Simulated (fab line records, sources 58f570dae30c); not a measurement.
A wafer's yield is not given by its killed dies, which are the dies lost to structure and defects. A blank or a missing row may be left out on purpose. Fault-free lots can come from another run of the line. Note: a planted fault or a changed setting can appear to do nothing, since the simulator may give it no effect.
fab line records | flow berkeleyCmos170
record lots=14 wafers=42 lastDay=11
route steps=331 shown GATE@127
lots that met no fault: from a run of the same line without faults
startH: hours from the record's first day to the start of the lot's first wafer shown | waitH: hours elapsed since this lot's preceding step | " repeats the value in the row above | L1.1+2: several wafers, shown together as one row | - either no value or no given start | * or withheld: withheld | < > ~ a bound
route shown NAME@n: NAME is a module with steps in the file, n the number in the route of the first one | usual: average and standard deviation across the fault-free wafers | same: alike in all rows | chamber/n: place in a boat | sites: readings site by site | _std_site: how widely they spread, as a standard deviation | _edge_site: outer sites' mean less inner sites' | radiusMm: for every site, how far away it sits from the centre of the wafer | mask NAME#n: copy n | behind: the tool/chamber that last shaped the wafer | hold: cause of the lot's hold/its duration in hours/its outcome | device: names the non-switching transistor (n, p or np) | end of line: the tests these same wafers got at the end of their route | a step without rows: its recipe alone | killed: the dies lost at the first sort to structure and to defects; this is not the yield of the wafer | map: the dies of a wafer, with x for killed, . for not killed, _ for no die there
set.NAME: the setting as run; set.NAME@STEP: as run at that earlier step | model.NAME: the simulator's own value behind a step, which no gauge read
one table for each step of the route and one row for each wafer, over a sample of lots
services: from which hour (startH, from the record's first day; less than 0 if before it) a tool's chamber was out of use, for how many hours, and why
## steps
# step UCB170_GATE_OXIDATION_01
# recipe tempC=850 ambient=O2 targetThkA=66 oxTimeS=1800
# usual spikeTcCentreC=851.6/1.4 zonePowerCentrePct=39/4.9
# columns lot.wafer tool chamber startH waitH spikeTcCentreC zonePowerCentrePct
L277.2 furnace-01 0 108.41 2.1 852.9 38
L277.3 " 0 " " 852.7 38
L277.6 " 0 " " 854.3 38
L278.2 furnace-02 0 124.43 4.4 850.1 34
L278.5 " 0 " " 850.9 34
L278.6 " 0 " " 851.3 34
L280.1 furnace-04 0 141.73 3.3 850.7 45
L280.4 " 0 " " 851.0 46
L280.6 " 0 " " 850.8 47
L281.2 furnace-04 0 141.73 2.5 852.4 46
L281.3 " 0 " " 850.7 46
L281.5 " 0 " " 850.7 47
L283.2 furnace-02 0 145.31 2.8 850.6 35
L283.3 " 0 " " 850.9 34
L283.4 " 0 " " 851.5 35
L284.1 furnace-02 0 145.31 2.6 849.6 35
L284.2 " 0 " " 851.2 35
L284.5 " 0 " " 851.6 34
L282.1 furnace-02 0 152.18 2.4 851.1 35
L282.2 " 0 " " 850.2 34
L282.4 " 0 " " 850.8 34
L285.1 furnace-02 0 152.18 1.8 849.9 35
L285.2 " 0 " " 850.3 35
L285.5 " 0 " " 849.7 35
L294.2 furnace-04 0 188.83 0.5 879.7 59
L294.4 " 0 " " 880.8 58
L294.6 " 0 " " 880.7 60
L293.1 furnace-04 0 191.66 2.6 879.9 59
L293.5 " 0 " " 880.1 59
L293.6 " 0 " " 878.4 60
L295.1 furnace-01 0 204.78 3.4 853.4 38
L295.4 " 0 " " 852.2 39
L295.6 " 0 " " 854.9 38
L297.1 furnace-01 0 215.79 2.1 853.8 38
L297.4 " 0 " " 853.7 37
L297.6 " 0 " " 852.8 38
L298.4 furnace-01 0 215.79 1.6 854.5 38
L298.5 " 0 " " 853.2 38
L298.6 " 0 " " 853.0 38
L299.1 furnace-01 0 215.79 1.8 850.8 38
L299.4 " 0 " " 852.9 38
L299.6 " 0 " " 851.7 38
# step UCB170_GATE_THK_MEAS_02
# recipe reads=SiO2_of_GATE_OXIDATION_01
# usual GATE_OXIDE_THK=6.55/0.12
# columns lot.wafer tool chamber startH waitH GATE_OXIDE_THK[nm]
L277.2 filmMetro-01 - 109.92 0.0 6.46
L277.3 " - " " 6.48
L277.6 " - " " 6.45
L278.2 filmMetro-01 - 125.94 0.0 6.76
L278.5 " - " " 6.71
L278.6 " - " " 6.65
L280.1 filmMetro-03 - 143.23 0.0 6.33
L280.4 " - " " 6.29
L280.6 " - " " 6.28
L281.2 filmMetro-02 - 143.24 0.0 6.65
L281.3 " - " " 6.42
L281.5 " - " " 6.56
L284.1 filmMetro-01 - 146.81 0.0 6.33
L284.2 " - " " 6.27
L284.5 " - " " 6.42
L283.2 filmMetro-03 - 146.82 0.0 6.46
L283.3 " - " " 6.46
L283.4 " - " " 6.50
L282.1 filmMetro-03 - 153.68 0.0 6.36
L282.2 " - " " 6.30
L282.4 " - " " 6.41
L285.1 filmMetro-03 - 153.74 0.1 6.58
L285.2 " - " " 6.58
L285.5 " - " " 6.65
L294.2 filmMetro-02 - 190.34 0.0 6.86
L294.4 " - " " 7.31
L294.6 " - " " 7.74
L293.1 filmMetro-02 - 193.16 0.0 7.88
L293.5 " - " " 7.09
L293.6 " - " " 6.90
L295.1 filmMetro-01 - 206.28 0.0 6.68
L295.4 " - " " 6.65
L295.6 " - " " 6.74
L297.1 filmMetro-01 - 217.29 0.0 6.61
L297.4 " - " " 6.46
L297.6 " - " " 6.54
L299.1 filmMetro-02 - 217.29 0.0 6.67
L299.4 " - " " 6.73
L299.6 " - " " 6.64
L298.4 filmMetro-03 - 217.32 0.0 6.74
L298.5 " - " " 6.79
L298.6 " - " " 6.65
## services
# columns tool chamber startH hours kind
furnace-04 - 96.69 4.3 pm
furnace-04 - 109.34 3.4 pm
furnace-01 - 116.93 3.3 pm
furnace-01 - 153.43 3.2 pm
## key
firstSign step=UCB170_GATE_OXIDATION_01 reading=spikeTcCentreC direction=up sigmas=21 usual=851.6 struck=879.9
effect step=UCB170_GATE_OXIDATION_01 reading=zonePowerCentrePct direction=up sigmas=4 usual=39 struck=59
effect step=UCB170_GATE_THK_MEAS_02 reading=GATE_OXIDE_THK direction=up sigmas=6 usual=6.55 struck=7.30 wafersMoved=5
metAt UCB170_GATE_OXIDATION_01
struckLots L293,L294
testerLeftOut L293,L294
onsetBetween 141.73 188.83
fault kind=processParameterDrift tool=furnace-04 chamber=- onsetH=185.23 steps=UCB170_GATE_OXIDATION_01 channel=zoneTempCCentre offset=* shape=step endH=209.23
# testerLeftOut: of these lots the tester's yield and bins aren't shown, on N5 and GAA mostly nor the transistor test; their killed dies are dies lost to structure and defects alone, not to doping, threshold or leakage, so they don't give the yield
